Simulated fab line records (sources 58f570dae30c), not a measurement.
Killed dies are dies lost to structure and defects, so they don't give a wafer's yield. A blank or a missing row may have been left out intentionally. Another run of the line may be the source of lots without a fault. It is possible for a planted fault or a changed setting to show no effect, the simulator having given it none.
A lot that was struck, set against a sound lot | flow berkeleyCmos170 | 43 steps out of a route of 331
Sound: wafers L521.1, L521.4, L521.5. Wafers struck: L533.2, L533.5, L533.6. The cause is named last.
Per side, at each step with rows, come the tool, then ch with its chambers, and then its first start. Under that, the readings that differ: sound wafers | struck wafers | difference of the means | sigmas: that difference in standard deviations of wafers without a fault.
alike: same words and numbers on both sides, and readings whose means sit less than 2 such deviations apart. not compared: any withheld reading, any reading some wafer has no value for, any bound like >300 that may hide the same value, and any number with overlapping values for which the record gives no deviation.
A row with sigmas, a row that says differs or no value, or rows on one side alone: a step with any of these is where the two part. Numbers that don't overlap but have no deviation are shown without sigmas and don't part them. A reading that every wafer of one side lacks parts them only if that side has two wafers or more.

UCB170_SACOX_THK_MEAS_02:
  sound on filmMetro-01 at day 7 20:48; struck on filmMetro-01 at day 10 11:14
  alike: SACOX_OXIDE_THK
then, 2 steps without rows for these wafers: UCB170_SCREENOX_WET_ETCH_00 (etches SiO2 in dHF, time 200 s); UCB170_SCREENOX_OXIDATION_01 (target thk 14.4 nm, ox time 2400 s).
UCB170_SCREENOX_THK_MEAS_02:
  sound on filmMetro-02 at day 8 04:54; struck on filmMetro-04 at day 10 17:13
  alike: SCREENOX_OXIDE_THK
then, 7 steps without rows for these wafers: UCB170_SCREENOX_ANNEAL_03 (time 900 s); UCB170_NVT_HMDS_00 (prime time 60 s); UCB170_NVT_COAT_01 (resist thk 909.7 nm); UCB170_NVT_SOFTBAKE_02 (time 60 s); UCB170_NVT_EXPOSE_03 (exposes mask PWELL, target cd 3000 nm); UCB170_NVT_PEB_04; UCB170_NVT_DEVELOP_05 (develop time 45 s).
UCB170_NVT_OVL_MEAS_06:
  sound on overlay-01 at day 8 12:40; struck on overlay-02 at day 11 00:13
  alike: NVT_OVL
UCB170_NVT_IMPLANT_07:
  sound on implanter-04 ch 0, day 8 12:41; struck on implanter-04 ch 0, day 11 00:17
  alike: faradayCurrentUA
UCB170_NVT_STRIP_08: strips in O2.
  sound on plasmaAsher-02 ch 0,1, day 8 12:50; struck on plasmaAsher-04 ch 0,1, day 11 00:24
  alike: drypumpMotorCurrentA, oesProductAu, stripTimeToEndpointS
  not compared: rfHoursCounterH
UCB170_NVT_TW_MEAS_09:
  sound on filmMetro-03 at day 8 12:56; struck on filmMetro-04 at day 11 00:31
  alike: NVT_TW
then, 7 steps without rows for these wafers: UCB170_NVT_CLEAN_10 (cleans in SPM, time 600 s); UCB170_PVT_HMDS_00 (prime time 60 s); UCB170_PVT_COAT_01 (resist thk 900 nm); UCB170_PVT_SOFTBAKE_02 (time 60 s); UCB170_PVT_EXPOSE_03 (exposes mask NWELL, target cd 3000 nm); UCB170_PVT_PEB_04; UCB170_PVT_DEVELOP_05 (develop time 45 s).
UCB170_PVT_OVL_MEAS_06:
  sound on overlay-02 at day 8 15:31; struck on overlay-02 at day 11 04:33
  alike: PVT_OVL
after that, 1 step had no rows for these wafers: UCB170_PVT_IMPLANT_07.
UCB170_PVT_STRIP_08: strips in O2.
  sound on plasmaAsher-02 ch 0,1, day 8 15:42; struck on plasmaAsher-04 ch 0,1, day 11 04:44
reading                  | sound       | struck      | difference | sigmas
drypumpMotorCurrentA (A) | 6.6 6.1 6.6 | 4.9 5.4 4.9 | -1.4       | -2
  alike: oesProductAu, stripTimeToEndpointS
  not compared: rfHoursCounterH
UCB170_PVT_TW_MEAS_09:
  sound on filmMetro-01 at day 8 15:48; struck on filmMetro-01 at day 11 04:50
  alike: PVT_TW
then, 1 step without rows for these wafers: UCB170_GATE_WET_ETCH_00 (etches SiO2 in dHF, time 200 s).
UCB170_FIELD_THK_MEAS_91:
  sound on filmMetro-01 at day 8 15:56; struck on filmMetro-04 at day 11 05:11
  alike: FIELD_OXIDE_LEFT_2_THK
then, 1 step without rows for these wafers: UCB170_GATE_OXIDATION_01 (target thk 6.6 nm, ox time 1800 s).
UCB170_GATE_THK_MEAS_02:
  sound on filmMetro-01 at day 8 22:49; struck on filmMetro-01 at day 11 10:19
  alike: GATE_OXIDE_THK
then, 2 steps without rows for these wafers: UCB170_GATE_ANNEAL_03 (time 1800 s); UCB170_GATE_CVD_04 (deposits poly-Si from SiH4, time 1440 s, target thk 214 nm).
UCB170_GATE_THK_MEAS_05:
  sound on filmMetro-03 at day 9 13:37; struck on filmMetro-02 at day 11 20:29
  alike: GATE_POLY_THK
then, 6 steps without rows for these wafers: UCB170_GATE_COAT_06; UCB170_GATE_COAT_07 (resist thk 900 nm); UCB170_GATE_SOFTBAKE_08 (time 60 s); UCB170_GATE_EXPOSE_09 (exposes mask POLY, target cd 350 nm); UCB170_GATE_PEB_10; UCB170_GATE_DEVELOP_11 (develop time 45 s).
UCB170_GATE_CD_MEAS_12: target cd 350 nm.
  sound on cdSem-02 at day 9 14:58; struck on cdSem-01 at day 11 22:14
  alike: cdNm
UCB170_GATE_OVL_MEAS_13:
  sound on overlay-01 at day 9 15:05; struck on overlay-01 at day 11 22:21
  alike: GATE_OVL
UCB170_GATE_ETCH_14: etches BARC in N2/H2.
  sound on rieDiel-02 ch 0,1, day 9 15:07; struck on rieDiel-03 ch 0,2, day 11 22:23
  alike: drypumpMotorCurrentA, oesProductAu, throttleValvePct
UCB170_M3_PROBE_99:
  sound on prober-01 at day 11 05:32; struck on prober-02 at day 13 12:26
reading                                 | sound                    | struck                  | difference | sigmas
model.etest.nmos_0p35.driveUaUmRange    | 11.42 12.89 15.19        | 21 26.87 23.01          | +10        | 
model.etest.nmos_0p35.swingMvDec        | 76.72 77.47 76.76        | 76.35 75.92 76.18       | -0.83      | 
model.etest.nmos_0p6.offLog10AUm        | -12.02 -11.86 -11.92     | -11.63 -11.81 -11.82    | +0.18      | 
model.etest.ring.quietLog10A (angstrom) | -8.793 -8.718 -8.783     | -8.634 -8.565 -8.497    | +0.199     | 
model.etest.nmos_0p35.vtVRange          | 0.01437 0.008644 0.01203 | 0.04051 0.04047 0.03787 | +0.02794   | 
  not compared: model.etest.nmos_0p35.driveUaUmRimLessCentre, model.etest.nmos_0p35.offLog10AUm, model.etest.gateEndArray.leakLog10AUm

WHERE THEY PART
Within this record, at UCB170_PVT_STRIP_08 only. Later steps at which nothing parts them and some readings are alike: UCB170_PVT_TW_MEAS_09, UCB170_FIELD_THK_MEAS_91, UCB170_GATE_THK_MEAS_02, UCB170_GATE_THK_MEAS_05, UCB170_GATE_CD_MEAS_12, UCB170_GATE_OVL_MEAS_13, UCB170_GATE_ETCH_14.

WHY: what the simulator had put in
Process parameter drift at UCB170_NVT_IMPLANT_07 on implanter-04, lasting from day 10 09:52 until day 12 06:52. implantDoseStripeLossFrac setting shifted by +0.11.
